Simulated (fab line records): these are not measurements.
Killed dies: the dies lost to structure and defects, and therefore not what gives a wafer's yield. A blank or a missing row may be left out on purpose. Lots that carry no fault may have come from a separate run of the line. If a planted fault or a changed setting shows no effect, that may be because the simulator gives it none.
fab line records | flow berkeley-cmos170
record lots=15 | wafers=45 | last-day=11
route steps=331 shown GATE@141 M2@287 V2@296 M3@324
lots with no fault: from the same line, run without faults
start-h: the number of hours between the record's first day and the start of the first shown wafer of the lot | wait-h: hours from the lot's prior step to this one | " same as the row above | L1.1+2: several wafers, shown together as one row | - either no value or no given start | * or withheld: withheld | < > ~ a bound
route shown NAME@n: a module of which the file shows steps, and the number in the route of the first | usual: mean/standard deviation of fault-free wafers | same: alike in all rows | chamber/n: place in a boat | sites: the reading at each site | _std_site: standard deviation of those values | _edge_site: the outer-site mean with the inner-site mean subtracted | radius-mm: for every site, how far away it sits from the centre of the wafer | mask NAME#n: copy n | behind: the tool/chamber that last shaped the wafer | hold: why the lot was held/for how many hours/how that ended | device: which transistor (n, p or np) failed to switch | end of line: the route-end tests of the same wafers | a step with no rows: only its recipe | killed: not the wafer's yield, but the dies lost to structure and defects at the first sort | map: per-die view of a wafer (x killed, . not killed, _ where there is no die)
set.NAME: setting as actually run; set.NAME@STEP: the setting as run at that earlier step | model.NAME: the simulator's own value behind a step, which no gauge read
one table for each step of the route and one row for each wafer, over a sample of lots
services: from which hour (start-h, from the record's first day; less than 0 if before it) a tool's chamber was out of use, for how many hours, and why
## steps
# step UCB170_GATE_ETCH_15
# recipe chemistry=HBr/Cl2 | target=poly-Si | stop-on=SiO2 | over-etch-frac=0.3 | icp-w=300 | bias-w=150 | time-s=56.3 | pressure-mtorr=15 | HBr_flow_sccm=150 | Cl2_flow_sccm=50 | target-depth-a=2782
# usual drypump-motor-current-A=5.5/0.43 | oes-product-au=0.836/0.017 | over-etch-frac=0.3/0 | throttle-valve-pct=26.32/0.19
lot.wafer | tool      | chamber | start-h | wait-h | drypump-motor-current-A | oes-product-au | over-etch-frac | rf-hours-counter-h | throttle-valve-pct
L938.2    | rie-si-02 | 3       | 134.08  | -      | 6.1                     | 0.836          | 0.3            | 0                  | 26.15
L938.3    | "         | 2       | "       | "      | 5.7                     | 0.810          | 0.3            | 0                  | 26.04
L938.4    | "         | 1       | "       | "      | 5.3                     | 0.847          | 0.3            | 96                 | 26.15
L939.1    | rie-si-02 | 3       | 134.56  | -      | 6.1                     | 0.846          | 0.3            | 0                  | 26.16
L939.3    | "         | 1       | "       | "      | 5.3                     | 0.847          | 0.3            | 96                 | 26.15
L939.6    | "         | 0       | "       | "      | 5.3                     | 0.862          | 0.3            | -                  | 26.55
L942.2    | rie-si-02 | 2       | 153.06  | -      | 5.7                     | 0.817          | 0.3            | 0                  | 26.05
L942.3    | "         | 1       | "       | "      | 5.3                     | 0.842          | 0.3            | 96                 | 26.16
L942.6    | "         | 3       | "       | "      | 6.1                     | 0.844          | 0.3            | -                  | 26.17
L944.2    | rie-si-01 | 0       | 153.19  | -      | 5.2                     | 0.836          | 0.3            | 2                  | 26.39
L944.3    | "         | 2       | "       | "      | 6.2                     | 0.864          | 0.3            | 0                  | 26.64
L944.4    | "         | 3       | "       | "      | 5.3                     | 0.830          | 0.3            | 0                  | 26.30
L941.2    | rie-si-01 | 2       | 153.53  | -      | 6.2                     | 0.848          | 0.3            | 0                  | 26.62
L941.4    | "         | 3       | "       | "      | 5.3                     | 0.827          | 0.3            | 0                  | 26.30
L941.6    | "         | 3       | "       | "      | 5.3                     | 0.817          | 0.3            | -                  | 26.29
L947.1    | rie-si-02 | 0       | 161.05  | -      | 5.2                     | 0.850          | 0.3            | 46                 | 26.54
L947.5    | "         | 1       | "       | "      | 5.2                     | 0.839          | 0.3            | -                  | 26.16
L947.6    | "         | 2       | "       | "      | 5.7                     | 0.804          | 0.3            | -                  | 26.05
L945.1    | rie-si-01 | 0       | 161.32  | -      | 5.3                     | 0.825          | 0.3            | 2                  | 26.37
L945.4    | "         | 3       | "       | "      | 5.3                     | 0.816          | 0.3            | 0                  | 26.28
L945.5    | "         | 3       | "       | "      | 5.3                     | 0.813          | 0.3            | -                  | 26.28
L946.2    | rie-si-02 | 2       | 161.50  | -      | 5.7                     | 0.814          | 0.3            | 0                  | 26.06
L946.3    | "         | 0       | "       | "      | 5.3                     | 0.862          | 0.3            | 46                 | 26.55
L946.4    | "         | 1       | "       | "      | 5.3                     | 0.841          | 0.3            | 96                 | 26.16
L949.1    | rie-si-01 | 1       | 173.60  | -      | 4.9                     | 0.828          | 0.3            | 53                 | 26.31
L949.4    | "         | 0       | "       | "      | 5.2                     | 0.825          | 0.3            | 3                  | 26.36
L949.5    | "         | 0       | "       | "      | 5.2                     | 0.828          | 0.3            | -                  | 26.39
L952.1    | rie-si-02 | 0       | 190.29  | -      | 5.2                     | 0.982          | 0.06           | 47                 | 26.56
L952.2    | "         | 2       | "       | "      | 5.7                     | 0.924          | 0.06           | 0                  | 26.06
L952.6    | "         | 3       | "       | "      | 6.1                     | 0.957          | 0.06           | -                  | 26.17
L954.1    | rie-si-02 | 0       | 199.77  | -      | 5.2                     | 0.989          | 0.06           | 47                 | 26.56
L954.5    | "         | 1       | "       | "      | 5.3                     | 0.966          | 0.06           | -                  | 26.16
L954.6    | "         | 2       | "       | "      | 5.8                     | 0.932          | 0.06           | -                  | 26.06
L953.1    | rie-si-02 | 2       | 200.30  | -      | 5.7                     | 0.939          | 0.06           | 1                  | 26.04
L953.3    | "         | 0       | "       | "      | 5.2                     | 1.005          | 0.06           | 47                 | 26.55
L953.4    | "         | 3       | "       | "      | 6.1                     | 0.970          | 0.06           | 1                  | 26.18
L956.4    | rie-si-01 | 1       | 215.38  | -      | 4.9                     | 0.822          | 0.3            | -                  | 26.31
L956.5    | "         | 2       | "       | "      | 6.1                     | 0.850          | 0.3            | -                  | 26.64
L956.6    | "         | 1       | "       | "      | 4.9                     | 0.820          | 0.3            | -                  | 26.32
L960.4    | rie-si-01 | 3       | 226.79  | -      | 5.3                     | 0.827          | 0.3            | 1                  | 26.31
L960.5    | "         | 2       | "       | "      | 6.2                     | 0.865          | 0.3            | -                  | 26.62
L960.6    | "         | 3       | "       | "      | 5.3                     | 0.826          | 0.3            | -                  | 26.29
L961.1    | rie-si-01 | 1       | 235.20  | -      | 4.9                     | 0.832          | 0.3            | 54                 | 26.33
L961.3    | "         | 2       | "       | "      | 6.2                     | 0.865          | 0.3            | 1                  | 26.62
L961.4    | "         | 0       | "       | "      | 5.3                     | 0.823          | 0.3            | 3                  | 26.37
# step UCB170_M2_OVL_MEAS_16
# usual M2_OVL=0/5.4
lot.wafer | tool       | chamber | start-h | wait-h | M2_OVL[nm]
L939.1    | overlay-01 | -       | 172.70  | 0.1    | 6
L939.3    | "          | -       | "       | "      | -3
L939.6    | "          | -       | "       | "      | 2
L938.2    | overlay-02 | -       | 173.26  | 0.1    | -12
L938.3    | "          | -       | "       | "      | 2
L938.4    | "          | -       | "       | "      | -8
L942.2    | overlay-02 | -       | 185.02  | 0.1    | 0
L942.3    | "          | -       | "       | "      | -2
L942.6    | "          | -       | "       | "      | -3
L944.2    | overlay-01 | -       | 185.13  | 0.1    | 1
L944.3    | "          | -       | "       | "      | -4
L944.4    | "          | -       | "       | "      | -1
L941.2    | overlay-02 | -       | 185.63  | 0.1    | 7
L941.4    | "          | -       | "       | "      | 2
L941.6    | "          | -       | "       | "      | 5
L947.1    | overlay-02 | -       | 195.80  | 0.1    | -6
L947.5    | "          | -       | "       | "      | 1
L947.6    | "          | -       | "       | "      | -1
L946.2    | overlay-01 | -       | 196.08  | 0.1    | 4
L946.3    | "          | -       | "       | "      | 2
L946.4    | "          | -       | "       | "      | 8
L945.1    | overlay-02 | -       | 196.23  | 0.1    | -5
L945.4    | "          | -       | "       | "      | -1
L945.5    | "          | -       | "       | "      | -7
L949.1    | overlay-01 | -       | 208.98  | 0.1    | -9
L949.4    | "          | -       | "       | "      | 7
L949.5    | "          | -       | "       | "      | -10
L952.1    | overlay-01 | -       | 225.51  | 0.1    | -4
L952.2    | "          | -       | "       | "      | -2
L952.6    | "          | -       | "       | "      | 0
L954.1    | overlay-01 | -       | 232.43  | 0.1    | -4
L954.5    | "          | -       | "       | "      | 4
L954.6    | "          | -       | "       | "      | -6
L953.1    | overlay-01 | -       | 233.20  | 0.1    | 3
L953.3    | "          | -       | "       | "      | -4
L953.4    | "          | -       | "       | "      | 3
L956.4    | overlay-01 | -       | 250.85  | 0.1    | 3
L956.5    | "          | -       | "       | "      | 2
L956.6    | "          | -       | "       | "      | -8
L960.4    | overlay-02 | -       | 260.29  | 0.1    | -3
L960.5    | "          | -       | "       | "      | -6
L960.6    | "          | -       | "       | "      | 1
L961.1    | overlay-02 | -       | 268.97  | 0.1    | -2
L961.3    | "          | -       | "       | "      | -6
L961.4    | "          | -       | "       | "      | -15
# step UCB170_V2_THK_MEAS_04
# recipe reads=SiO2_of_V2_CVD_00
# usual V2_POLISHED_THK=999.6/1.1
lot.wafer | tool          | chamber | start-h | wait-h | V2_POLISHED_THK[nm]
L939.1    | film-metro-01 | -       | 173.82  | 0.1    | 998.9
L939.3    | "             | -       | "       | "      | 1000.2
L939.6    | "             | -       | "       | "      | 999.4
L938.2    | film-metro-03 | -       | 174.39  | 0.1    | 999.4
L938.3    | "             | -       | "       | "      | 999.5
L938.4    | "             | -       | "       | "      | 999.2
L942.2    | film-metro-01 | -       | 186.15  | 0.1    | 999.4
L942.3    | "             | -       | "       | "      | 999.8
L942.6    | "             | -       | "       | "      | 1000.3
L944.2    | film-metro-04 | -       | 186.31  | 0.1    | 999.3
L944.3    | "             | -       | "       | "      | 999.6
L944.4    | "             | -       | "       | "      | 999.0
L941.2    | film-metro-01 | -       | 186.75  | 0.1    | 1001.1
L941.4    | "             | -       | "       | "      | 1001.6
L941.6    | "             | -       | "       | "      | 1001.3
L947.1    | film-metro-04 | -       | 196.92  | 0.1    | 1002.8
L947.5    | "             | -       | "       | "      | 1000.9
L947.6    | "             | -       | "       | "      | 1001.5
L946.2    | film-metro-03 | -       | 197.21  | 0.1    | 1000.2
L946.3    | "             | -       | "       | "      | 1000.0
L946.4    | "             | -       | "       | "      | 1001.5
L945.1    | film-metro-04 | -       | 197.35  | 0.1    | 1001.5
L945.4    | "             | -       | "       | "      | 999.0
L945.5    | "             | -       | "       | "      | 999.3
L949.1    | film-metro-03 | -       | 210.14  | 0.1    | 999.1
L949.4    | "             | -       | "       | "      | 999.3
L949.5    | "             | -       | "       | "      | 1002.7
L952.1    | film-metro-01 | -       | 226.64  | 0.1    | 999.5
L952.2    | "             | -       | "       | "      | 998.5
L952.6    | "             | -       | "       | "      | 998.7
L954.1    | film-metro-01 | -       | 233.55  | 0.1    | 997.8
L954.5    | "             | -       | "       | "      | 999.0
L954.6    | "             | -       | "       | "      | 998.9
L953.1    | film-metro-03 | -       | 234.32  | 0.1    | 998.3
L953.3    | "             | -       | "       | "      | 999.1
L953.4    | "             | -       | "       | "      | 998.5
L956.4    | film-metro-01 | -       | 251.98  | 0.1    | 998.9
L956.5    | "             | -       | "       | "      | 1000.3
L956.6    | "             | -       | "       | "      | 998.9
L960.4    | film-metro-04 | -       | 261.75  | 0.1    | 996.8
L960.5    | "             | -       | "       | "      | 997.8
L960.6    | "             | -       | "       | "      | 998.9
L961.1    | film-metro-01 | -       | 270.09  | 0.1    | 998.2
L961.3    | "             | -       | "       | "      | 997.3
L961.4    | "             | -       | "       | "      | 1000.8
# step UCB170_M3_CD_MEAS_15
# recipe target-cd-nm=700
# usual cd-nm=700.5/1.2
lot.wafer | tool      | chamber | start-h | wait-h | cd-nm
L939.1    | cd-sem-02 | -       | 180.35  | -      | 700.6
L939.3    | "         | -       | "       | "      | 700.4
L939.6    | "         | -       | "       | "      | 702.0
L938.2    | cd-sem-02 | -       | 180.92  | -      | 699.9
L938.3    | "         | -       | "       | "      | 699.9
L938.4    | "         | -       | "       | "      | 700.6
L942.2    | cd-sem-01 | -       | 191.15  | -      | 698.9
L942.3    | "         | -       | "       | "      | 700.3
L942.6    | "         | -       | "       | "      | 701.0
L944.2    | cd-sem-02 | -       | 191.42  | -      | 700.5
L944.3    | "         | -       | "       | "      | 702.9
L944.4    | "         | -       | "       | "      | 701.7
L941.2    | cd-sem-02 | -       | 191.70  | -      | 699.9
L941.4    | "         | -       | "       | "      | 700.1
L941.6    | "         | -       | "       | "      | 700.6
L947.1    | cd-sem-02 | -       | 200.89  | -      | 699.4
L947.5    | "         | -       | "       | "      | 699.7
L947.6    | "         | -       | "       | "      | 699.1
L946.2    | cd-sem-01 | -       | 202.51  | -      | 701.8
L946.3    | "         | -       | "       | "      | 701.4
L946.4    | "         | -       | "       | "      | 702.0
L945.1    | cd-sem-02 | -       | 202.56  | -      | 700.5
L945.4    | "         | -       | "       | "      | 701.0
L945.5    | "         | -       | "       | "      | 700.8
L949.1    | cd-sem-02 | -       | 215.44  | -      | 702.0
L949.4    | "         | -       | "       | "      | 701.4
L949.5    | "         | -       | "       | "      | 703.3
L952.1    | cd-sem-02 | -       | 232.40  | -      | 698.9
L952.2    | "         | -       | "       | "      | 699.5
L952.6    | "         | -       | "       | "      | 699.8
L954.1    | cd-sem-01 | -       | 238.81  | -      | 700.7
L954.5    | "         | -       | "       | "      | 701.3
L954.6    | "         | -       | "       | "      | 702.3
L953.1    | cd-sem-01 | -       | 239.43  | -      | 701.1
L953.3    | "         | -       | "       | "      | 702.1
L953.4    | "         | -       | "       | "      | 700.9
L956.4    | cd-sem-01 | -       | 255.85  | -      | 700.7
L956.5    | "         | -       | "       | "      | 699.7
L956.6    | "         | -       | "       | "      | 701.6
L960.4    | cd-sem-02 | -       | 269.52  | -      | 699.2
L960.5    | "         | -       | "       | "      | 699.3
L960.6    | "         | -       | "       | "      | 698.9
L961.1    | cd-sem-02 | -       | 274.72  | -      | 699.9
L961.3    | "         | -       | "       | "      | 699.4
L961.4    | "         | -       | "       | "      | 700.7
## services
tool      | chamber | start-h | hours | kind
rie-si-02 | 3       | 147.74  | 1.6   | repair
rie-si-01 | 3       | 207.17  | 3.4   | repair
rie-si-01 | 0       | 207.72  | 7.7   | repair
rie-si-01 | 3       | 212.59  | 7.6   | repair
## key
first-sign step=UCB170_GATE_ETCH_15 | reading=over-etch-frac | direction=down | sigmas=99+ | usual=0.3 | struck=0.06
effect step=UCB170_GATE_ETCH_15 | reading=oes-product-au | direction=up | sigmas=7.6 | usual=0.836 | struck=0.963
met-at UCB170_GATE_ETCH_15
struck-lots L952,L953,L954
sort-left-out L952.1,L952.2,L952.6,L953.1,L953.3,L953.4,L954.1,L954.5,L954.6
tester-left-out L952,L953,L954
not-acting-at UCB170_M2_OVL_MEAS_16,UCB170_V2_THK_MEAS_04,UCB170_M3_CD_MEAS_15
onset-between 161.50 190.29
fault kind=process-parameter-drift | tool=rie-si-02 | chamber=- | onset-h=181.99 | steps=UCB170_GATE_ETCH_15 | channel=over-etch-frac | offset=-0.24 | shape=step | end-h=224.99 | stated=0.3
# tester-left-out: of these lots the tester's yield and bins aren't shown, on N5 and GAA mostly nor the transistor test; their killed dies are dies lost to structure and defects alone, not to doping, threshold or leakage, so they don't give the yield
# sort-left-out: the simulated sort isn't trusted on such a fault, so these wafers' sort isn't shown, and their yield isn't known
